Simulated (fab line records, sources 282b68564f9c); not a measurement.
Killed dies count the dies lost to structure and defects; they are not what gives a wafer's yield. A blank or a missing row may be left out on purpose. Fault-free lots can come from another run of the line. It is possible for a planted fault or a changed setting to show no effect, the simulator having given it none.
The tool behind it: which one? :: flow rit-cmos :: 7 lots, 21 wafers sampled, at 2 steps of a route of 202

== WHAT THE GAUGES SHOWED, per wafer ==
RIT_NRETRO_TW_MEAS_10.
lot: L481
measured: day 2 16:19
on: film-metro-01
NRETRO_TW: 1043 1039 1042

lot: L483
measured: day 3 02:16
on: film-metro-01
NRETRO_TW: 1047 1037 1036

lot: L486
measured: day 3 17:58
on: film-metro-01
NRETRO_TW: 1034 1046 1041

lot: L489
measured: day 4 07:44
on: film-metro-01
NRETRO_TW: 1047 1048 1047

lot: L491
measured: day 4 18:35
on: film-metro-02
NRETRO_TW: 1046 1048 1057

lot: L498
measured: day 6 05:43
on: film-metro-03
NRETRO_TW: 934 935 929

lot: L500
measured: day 6 16:02
on: film-metro-01
NRETRO_TW: 1044 1045 1046

== WHICH TOOL RAN EACH LOT (tool, then ch and the chambers of the sampled wafers, then the start) ==
lot: L481
RIT_NRETRO_IMPLANT_08: implanter-01 ch 0, day 2 15:59

lot: L483
RIT_NRETRO_IMPLANT_08: implanter-04 ch 0, day 3 01:56

lot: L486
RIT_NRETRO_IMPLANT_08: implanter-02 ch 0, day 3 17:39

lot: L489
RIT_NRETRO_IMPLANT_08: implanter-02 ch 0, day 4 07:26

lot: L491
RIT_NRETRO_IMPLANT_08: implanter-04 ch 0, day 4 18:17

lot: L498
RIT_NRETRO_IMPLANT_08: implanter-02 ch 0, day 6 05:23

lot: L500
RIT_NRETRO_IMPLANT_08: implanter-01 ch 0, day 6 15:44
- RIT_NRETRO_IMPLANT_08

== THE ANSWER, worked out from the rows above alone ==
Rule: what is usual is taken from the lots themselves. The widest of any qualifying gaps counts: lots, ordered by their means at a reading, are off when they make up no more than a third of the lots, leave a main group of 4 or more, and stand apart from it by 3 or more times the standard deviation of that group's means. The tables above print the reading to a certain number of digits; a main group whose means all agree to those digits is not used. A lot without any number at a reading at which 4 lots or more have one is off too. Any other lot the step has rows for is counted as sound.
Off: at RIT_NRETRO_TW_MEAS_10 (NRETRO_TW), L498. Mean 1044 and standard deviation 3.8 in the main group.
If a tool, at a process step before that reading, ran all the lots that are off and no sound lot after the first of them, it fits. Those tools and the gauges at RIT_NRETRO_TW_MEAS_10 are tried in the same way. Undecided on this evidence; 2 tools fit (implanter-02 at RIT_NRETRO_IMPLANT_08, film-metro-03 at RIT_NRETRO_TW_MEAS_10).

== WHAT THE SIMULATOR HAD INSERTED ==
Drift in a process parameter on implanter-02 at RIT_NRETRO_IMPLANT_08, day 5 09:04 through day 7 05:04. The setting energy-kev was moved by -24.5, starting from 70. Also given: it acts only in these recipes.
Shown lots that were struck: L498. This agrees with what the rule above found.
